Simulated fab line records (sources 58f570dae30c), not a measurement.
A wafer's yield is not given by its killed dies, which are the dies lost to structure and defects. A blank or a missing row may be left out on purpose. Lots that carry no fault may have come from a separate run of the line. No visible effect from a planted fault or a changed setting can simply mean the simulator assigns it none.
Which tool was responsible? + flow berkeley_cmos170 + Sampling: 6 lots, 18 wafers, 3 of 331 route steps

## WHAT THE GAUGES SHOWED, per wafer
UCB170_M2_RS_MEAS_02: a four-point-probe measurement.
| lot  | measured     | on            | M2_AL_RS (ohm/sq)    |
|------|--------------|---------------|----------------------|
| L808 | day 9 10:23  | film_metro-02 | 0.0321 0.0327 0.0320 |
| L810 | day 9 23:19  | film_metro-02 | 0.0328 0.0328 0.0327 |
| L814 | day 10 12:06 | film_metro-04 | 0.0322 0.0323 0.0321 |
| L813 | day 10 14:03 | film_metro-01 | 0.0322 0.0316 0.0319 |
| L817 | day 11 00:45 | film_metro-01 | 0.0327 0.0324 0.0326 |
| L825 | day 12 01:57 | film_metro-02 | 0.0325 0.0328 0.0329 |

## WHAT TOOL EACH LOT RAN ON (gives the tool, then ch and the chambers of the sampled wafers, and finally the start)
| lot  | UCB170_M1_SPUTTER_00         | UCB170_M2_SPUTTER_01         |
|------|------------------------------|------------------------------|
| L808 | pvd_sputter-04, day 9 03:38  | pvd_sputter-02, day 9 10:17  |
| L810 | pvd_sputter-04, day 9 14:18  | pvd_sputter-04, day 9 23:14  |
| L814 | pvd_sputter-04, day 10 04:21 | pvd_sputter-01, day 10 12:01 |
| L813 | pvd_sputter-01, day 10 05:21 | pvd_sputter-01, day 10 13:55 |
| L817 | pvd_sputter-04, day 10 14:18 | pvd_sputter-04, day 11 00:38 |
| L825 | pvd_sputter-01, day 11 19:41 | pvd_sputter-02, day 12 01:49 |
- UCB170_M1_SPUTTER_00: material Al, target thk 600 nm, time 80 s.
- UCB170_M2_SPUTTER_01: material Al, target thk 900 nm, time 120 s.

## THE ANSWER, worked out from the rows above alone
Rule: the usual values come from the lots themselves. Put in order of their means at a reading, lots are off if they are a third of the lots or fewer, leave a main group of 4 or more, and stand apart from it by a gap of 3 or more times the standard deviation of the main group's means; of several such gaps the widest counts. A main group whose means are all the same, to the digits that the tables above print for the reading, isn't used. A lot without any number at a reading at which 4 lots or more have one is off too. Where the step has rows for the other lots, those lots are counted as sound.
No lot is off on any of the readings shown, so nothing can be concluded from this.

## WHAT THE SIMULATOR HAD PUT IN
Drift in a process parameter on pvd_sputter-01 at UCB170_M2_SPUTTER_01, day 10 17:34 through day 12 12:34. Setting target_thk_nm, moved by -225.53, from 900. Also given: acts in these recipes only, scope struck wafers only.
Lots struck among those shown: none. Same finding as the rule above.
